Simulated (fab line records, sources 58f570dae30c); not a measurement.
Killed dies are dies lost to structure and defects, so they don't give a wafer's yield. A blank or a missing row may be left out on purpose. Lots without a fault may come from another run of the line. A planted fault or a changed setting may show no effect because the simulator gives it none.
fab line records | flow berkeley_cmos170 | part 2 of 2: steps 26 to 35 of 35
record lots=5 wafers=15 last_day=13
route steps=331 shown GATE@143 PLDD@145 NLDD@158 SPACER@171 PSD@175
lots that met no fault: from a run of the same line without faults
start_h: hours from the record's first day to the start of the lot's first wafer shown | wait_h: hours since the lot's step before | " the same as in the row above | L1.1+2: a row that stands for several wafers | - no value, or no start given | * or withheld: withheld | < > ~ a bound
route shown NAME@n: a module of which the file shows steps, and the number in the route of the first | usual: mean/standard deviation of fault-free wafers | same: alike in all rows | chamber/n: place in a boat | sites: the reading at each site | _std_site: their standard deviation | _edge_site: outer sites' mean less inner sites' | radius_mm: how far each site lies from the wafer's centre | mask NAME#n: copy n | behind: the tool/chamber that last shaped the wafer | hold: why the lot was held/for how many hours/how that ended | device: the transistor (n, p or np) that didn't switch | end of line: the same wafers' tests at the end of the route | a step without rows: its recipe alone | killed: dies lost to structure and defects at the first sort, not the wafer's yield | map: a wafer's dies, x killed, . not, _ none there
set.NAME: the setting as run; set.NAME@STEP: as run at that earlier step | model.NAME: the simulator's own value behind a step, which no gauge read
lots at some steps of the route; a table a step, a row a wafer
services: from which hour (start_h, from the record's first day; less than 0 if before it) a tool's chamber was out of use, for how many hours, and why
## steps
# step UCB170_NLDD_STRIP_10
# recipe chemistry=O2 power_w=400 pressure_mtorr=3500 platen_temp_c=withheld o2_flow_sccm=400 overash_fraction=0.5
# usual drypump_motor_current_A=5.8/0.53 oes_product_au=0.734/0.0045 strip_time_to_endpoint_s=21.62/0.054
# columns lot.wafer tool chamber start_h wait_h drypump_motor_current_A oes_product_au rf_hours_counter_h strip_time_to_endpoint_s
L074.1 plasma_asher-01 0 153.88 0.1 5.3 0.735 37 21.59
L074.4 " 0 " " 5.3 0.740 - 21.60
L074.6 " 0 " " 5.3 0.728 - 21.65
L075.1 plasma_asher-02 1 167.58 0.1 5.8 0.733 7 21.56
L075.3 " 1 " " 5.7 0.738 - 21.52
L075.4 " 0 " " 6.5 0.735 - 21.54
L076.1 plasma_asher-01 0 168.03 0.1 5.3 0.730 39 21.58
L076.4 " 0 " " 5.3 0.728 - 21.67
L076.6 " 0 " " 5.3 0.727 - 21.63
L085.1 plasma_asher-03 0 220.18 0.1 5.8 0.741 45 21.67
L085.5 " 1 " " 5.1 0.730 - 21.69
L085.6 " 0 " " 5.8 0.729 - 21.64
L096.1 plasma_asher-03 0 268.42 0.1 5.8 0.724 50 21.54
L096.4 " 0 " " 5.8 0.736 - 21.65
L096.5 " 1 " " 5.1 0.740 - 21.64
# step UCB170_NLDD_TW_MEAS_11
# usual NLDD_TW=2209/27
# columns lot.wafer tool chamber start_h wait_h NLDD_TW
L074.1 film_metro-04 - 153.98 0.1 2249
L074.4 " - " " 2249
L074.6 " - " " 2249
L075.1 film_metro-02 - 167.68 0.1 2208
L075.3 " - " " 2220
L075.4 " - " " 2213
L076.1 film_metro-02 - 168.13 0.1 2204
L076.4 " - " " 2212
L076.6 " - " " 2221
L085.1 film_metro-04 - 220.28 0.1 2237
L085.5 " - " " 2249
L085.6 " - " " 2246
L096.1 film_metro-02 - 268.52 0.1 2211
L096.4 " - " " 2218
L096.5 " - " " 2208
# step UCB170_NLDD_CLEAN_12
# recipe chemistry=SPM temp_c=120 time_s=600
# usual bath_heat_duty_pct=13.1/1.4
# columns lot.wafer tool chamber start_h wait_h bath_heat_duty_pct
L074.1 wet_bench-04 0 154.12 0.1 12.9
L074.4 " 0 " " 14.6
L074.6 " 0 " " 14.8
L075.1 wet_bench-02 2 167.80 0.1 13.1
L075.3 " 2 " " 12.6
L075.4 " 2 " " 13.1
L076.1 wet_bench-02 2 168.19 0.1 13.8
L076.4 " 2 " " 13.9
L076.6 " 2 " " 14.7
L085.1 wet_bench-04 3 220.35 0.1 13.1
L085.5 " 3 " " 13.3
L085.6 " 3 " " 13.0
L096.1 wet_bench-04 0 268.58 0.1 13.0
L096.4 " 0 " " 14.6
L096.5 " 0 " " 12.4
# step UCB170_SPACER_CVD_00
# recipe material=SiO2 target_thk_nm=376 temp_c=390 precursor=TEOS/O2 time_s=47 rf_w=550 pressure_mtorr=9000
# usual heater_power_w=285/73 susceptor_temp_C=389.97/0.21
# columns lot.wafer tool chamber start_h wait_h heater_power_w susceptor_temp_C
L074.1 pecvd-01 2 154.31 0.0 295 389.87
L074.4 " 1 " " 317 389.81
L074.6 " 2 " " 205 389.92
L075.1 pecvd-02 2 167.98 0.0 220 389.60
L075.3 " 1 " " 372 390.15
L075.4 " 2 " " 237 389.85
L076.1 pecvd-04 1 168.37 0.0 426 389.79
L076.4 " 1 " " 434 390.01
L076.6 " 0 " " 304 390.19
L085.1 pecvd-01 1 220.53 0.0 316 389.88
L085.5 " 1 " " 248 390.12
L085.6 " 0 " " 203 389.87
L096.1 pecvd-01 0 268.75 0.0 262 389.90
L096.4 " 0 " " 267 390.03
L096.5 " 1 " " 284 389.64
# step UCB170_SPACER_THK_MEAS_01
# recipe reads=SiO2_of_SPACER_CVD_00
# usual SPACER_TEOS_THK=377/4.8
# columns lot.wafer tool chamber start_h wait_h SPACER_TEOS_THK[nm]
L074.1 film_metro-01 - 154.35 0.0 373
L074.4 " - " " 378
L074.6 " - " " 373
L075.1 film_metro-04 - 168.02 0.0 368
L075.3 " - " " 374
L075.4 " - " " 376
L076.1 film_metro-01 - 168.41 0.0 376
L076.4 " - " " 378
L076.6 " - " " 377
L085.1 film_metro-01 - 220.59 0.0 374
L085.5 " - " " 378
L085.6 " - " " 390
L096.1 film_metro-02 - 268.80 0.0 380
L096.4 " - " " 384
L096.5 " - " " 381
# step UCB170_SPACER_ANNEAL_02
# recipe temp_c=900 time_s=1800 ambient=N2
# columns lot.wafer tool chamber start_h wait_h
L074.1+4+6 furnace-01 0 155.77 1.4
L075.1+3+4 furnace-04 0 172.37 4.3
L076.1+4+6 furnace-04 0 172.37 3.9
L085.1+5+6 furnace-04 0 225.00 4.4
L096.1+4+5 furnace-02 0 274.77 6.0
# step UCB170_SPACER_ETCHBACK_03
# recipe stop_on=Si target=SiO2 chemistry=CHF3/CF4/Ar CHF3_flow_sccm=50 cf4_flow_sccm=10 Ar_flow_sccm=120 pressure_mtorr=200 rf_w=500 target_depth_a=3760 time_s=100
# usual drypump_motor_current_A=5.6/0.44 oes_product_au=0.909/0.014 throttle_valve_pct=6.46/0.13
# columns lot.wafer tool chamber start_h wait_h drypump_motor_current_A oes_product_au rf_hours_counter_h throttle_valve_pct
L074.1 rie_diel-04 1 157.27 0.0 5.7 0.891 19 6.43
L074.4 " 3 " " 5.7 0.911 - 6.64
L074.6 " 2 " " 6.5 0.892 - 6.72
L075.1 rie_diel-03 3 173.87 0.0 5.8 0.864 61 6.30
L075.3 " 1 " " 5.7 0.902 117 6.51
L075.4 " 2 " " 4.9 0.916 9 6.44
L076.1 rie_diel-04 3 173.87 0.0 5.7 0.916 9 6.64
L076.4 " 1 " " 5.7 0.894 20 6.42
L076.6 " 0 " " 5.5 0.914 - 6.23
L085.1 rie_diel-04 2 226.57 0.1 6.5 0.894 31 6.73
L085.5 " 3 " " 5.7 0.919 - 6.64
L085.6 " 2 " " 6.5 0.922 - 6.74
L096.1 rie_diel-04 2 276.27 0.0 6.6 0.899 35 6.74
L096.4 " 3 " " 5.7 0.933 13 6.63
L096.5 " 2 " " 6.5 0.902 - 6.74
# step UCB170_PSD_HMDS_00
# recipe prime_time_s=60 prime_temp_c=100
# usual chill_plate_temp_C=23.01/0.11
# columns lot.wafer tool chamber start_h wait_h chill_plate_temp_C
L074.1 litho_track-03 0 158.55 1.2 23.13
L074.4 " 0 " " 23.17
L074.6 " 0 " " 23.20
L075.1 litho_track-02 0 174.00 0.1 23.09
L075.3 " 0 " " 23.14
L075.4 " 0 " " 23.05
L076.1 litho_track-03 0 174.12 0.2 23.06
L076.4 " 0 " " 22.91
L076.6 " 0 " " 22.86
L085.1 litho_track-04 0 227.20 0.6 23.11
L085.5 " 0 " " 22.92
L085.6 " 0 " " 22.82
L096.1 litho_track-04 0 276.34 0.0 23.19
L096.4 " 0 " " 22.98
L096.5 " 0 " " 22.98
# step UCB170_PSD_COAT_01
# recipe resist=KrF spin_rpm=1500 resist_thk_nm=900
# usual chill_plate_temp_C=23.01/0.1
# columns lot.wafer tool chamber start_h wait_h chill_plate_temp_C
L074.1 litho_track-03 0 158.70 0.1 22.95
L074.4 " 0 " " 23.08
L074.6 " 0 " " 23.04
L075.1 litho_track-02 0 174.15 0.1 23.00
L075.3 " 0 " " 22.88
L075.4 " 0 " " 22.99
L076.1 litho_track-03 0 174.27 0.1 23.02
L076.4 " 0 " " 22.89
L076.6 " 0 " " 23.15
L085.1 litho_track-04 0 227.35 0.1 22.89
L085.5 " 0 " " 22.89
L085.6 " 0 " " 22.82
L096.1 litho_track-04 0 276.49 0.1 23.11
L096.4 " 0 " " 23.10
L096.5 " 0 " " 22.99
# step UCB170_PSD_SOFTBAKE_02
# recipe resist=KrF temp_c=130 time_s=60
# usual chill_plate_temp_C=22.99/0.12
# columns lot.wafer tool chamber start_h wait_h chill_plate_temp_C
L074.1 litho_track-03 0 158.85 0.1 23.05
L074.4 " 0 " " 22.98
L074.6 " 0 " " 23.03
L075.1 litho_track-02 0 174.30 0.1 22.90
L075.3 " 0 " " 22.97
L075.4 " 0 " " 22.84
L076.1 litho_track-03 0 174.42 0.1 23.09
L076.4 " 0 " " 22.83
L076.6 " 0 " " 23.04
L085.1 litho_track-04 0 227.50 0.1 23.01
L085.5 " 0 " " 22.99
L085.6 " 0 " " 23.03
L096.1 litho_track-04 0 276.64 0.1 23.07
L096.4 " 0 " " 22.94
L096.5 " 0 " " 22.93
## services
# columns tool chamber start_h hours kind
furnace-04 - 125.71 2.5 pm
rie_diel-04 2 134.55 5.3 repair
implanter-03 - 135.45 9.0 pm
plasma_asher-02 - 148.27 2.3 repair
implanter-01 - 150.61 1.9 repair
krf_scanner-02 - 157.68 0.8 pm
implanter-04 - 158.02 2.0 repair
krf_scanner-02 - 170.24 4.4 pm
plasma_asher-02 - 176.38 2.2 repair
plasma_asher-02 - 179.10 6.4 repair
rie_diel-04 - 180.20 2.8 pm
krf_scanner-01 - 192.61 1.0 pm
implanter-04 - 193.28 1.6 repair
krf_scanner-02 - 193.61 1.0 pm
krf_scanner-02 - 207.46 1.3 pm
plasma_asher-02 - 208.48 0.3 repair
pecvd-01 2 219.48 4.4 repair
krf_scanner-01 - 221.41 1.3 pm
implanter-04 - 226.29 5.6 repair
implanter-02 - 239.77 3.2 repair
pecvd-01 - 241.64 5.0 repair
implanter-03 - 244.32 4.7 pm
plasma_asher-03 - 263.63 0.6 repair
krf_scanner-01 - 268.62 0.8 pm
